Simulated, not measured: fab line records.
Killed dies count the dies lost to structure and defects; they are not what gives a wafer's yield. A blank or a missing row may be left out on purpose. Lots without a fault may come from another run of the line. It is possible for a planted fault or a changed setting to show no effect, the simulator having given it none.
Problem report, 8D (eight disciplines) form, completed by code + flow berkeley-cmos170 + the parts of the form that need people (team, actions taken, sign-off) are left out

== 1. THE PROBLEM ==
Across 2 wafers from 2 lots, M1_AL_RS at UCB170_M1_RS_MEAS_01 averages 0.0754 ohm/sq, while fault-free wafers read 0.0493 ohm/sq with a standard deviation of 0.00046. That is +57 standard deviations from the usual mean.
The step: measures by four-point-probe.
First observed at day 10 15:36: wafer L958.4, on film-metro-04. At this step, 18 wafers from 6 lots have a number in the record. Rule for "out" (also "out of limits"): further than 4 standard deviations from the usual mean. Any other wafer with a number is counted as sound.

== 2. WHAT IT IS, AND WHAT IT ISN'T ==
| question                    | is                           | is not                                                                         |
|-----------------------------|------------------------------|--------------------------------------------------------------------------------|
| which readings at this step | M1_AL_RS                     | -                                                                              |
| which lots                  | L958, L960                   | L941, L945, L959, L962                                                         |
| which wafers of those lots  | L958.4, L960.2               | L958.2, L958.3, L960.1, L960.3                                                 |
| read on which gauges        | film-metro-02, film-metro-04 | film-metro-01                                                                  |
| when                        | from day 10 15:36            | up to then (8 sound wafers); but 8 sound wafers of L959, L960, L962 came after |

== 3. WHAT RULES OUT EACH SUSPECT ==
Counting: any tool at a process step up to the reading remains a suspect provided it ran every lot that is out. Sound lots after the first of them don't rule it out here, since some wafers of a struck lot are sound.
- the gauge at UCB170_M1_RS_MEAS_01: ruled out. 2 gauges (film-metro-02, film-metro-04) read the wafers that are out.
- pvd-sputter-03 at UCB170_M1_SPUTTER_00 (material Al, target thk 600 nm, time 80 s): kept. Ran every lot that is out, first one L958 (day 10 15:31); last sound lot up to then L945 (day 8 01:38).
The count leaves pvd-sputter-03 at UCB170_M1_SPUTTER_00.

== 4. THE CAUSE (what the simulator had put in) ==
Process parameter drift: pvd-sputter-03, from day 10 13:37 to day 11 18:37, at UCB170_M1_SPUTTER_00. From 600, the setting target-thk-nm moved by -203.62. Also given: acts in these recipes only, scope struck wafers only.
Only this tool survived the counting.

== 5. SEQUENCE OF EFFECTS, ordered by route ==
Each row: a reading whose mean over the struck wafers that have a number lies more than 3 standard deviations from the usual. Readings are gone through only where the record gives a usual standard deviation; hours: the median, over the lots, of the time from a lot's start at the first step in this table giving one to that lot's start at this step; sigmas: the change measured in usual standard deviations.
| hours | step                    | reading        | usual         | on struck wafers | change  | sigmas |
|-------|-------------------------|----------------|---------------|------------------|---------|--------|
| 0     | UCB170_M1_RS_MEAS_01    | M1_AL_RS       | 0.0493 ohm/sq | 0.0754           | +0.0261 | +57    |
| 0     | UCB170_M1_THK_MEAS_02   | M1_AL_THK      | 582 nm        | 382              | -200    | -34    |
| 1     | UCB170_M1_METAL_ETCH_12 | oes-product-au | 0.842 a.u.    | 0.680            | -0.161  | -12    |
Its process steps:
- UCB170_M1_METAL_ETCH_12: etches Al in Cl2/BCl3, stops on PSG, target depth 780 nm, time 130 s.
Later steps that measure or inspect, where all struck wafers having a row at the step show a number for every such reading and not one has moved that far: UCB170_M1_CD_MEAS_09, UCB170_M1_OVL_MEAS_10.

== 6. HOW IT WOULD HAVE BEEN CAUGHT EARLIER ==
Counted from the fault's start at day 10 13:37, it took 2 hours until the first out-of-limits reading at a measuring or inspecting step in this record, taken at day 10 15:36.
Of the tool readings at UCB170_M1_SPUTTER_00 for which the record gives a usual standard deviation, none was out on any struck wafer, so an alarm limit of 4 standard deviations on them would not have fired.
Among the 2 lots that are out, L960 began UCB170_M1_SPUTTER_00 on pvd-sputter-03 after day 10 15:36. Putting the tool on hold at that point would have spared it.
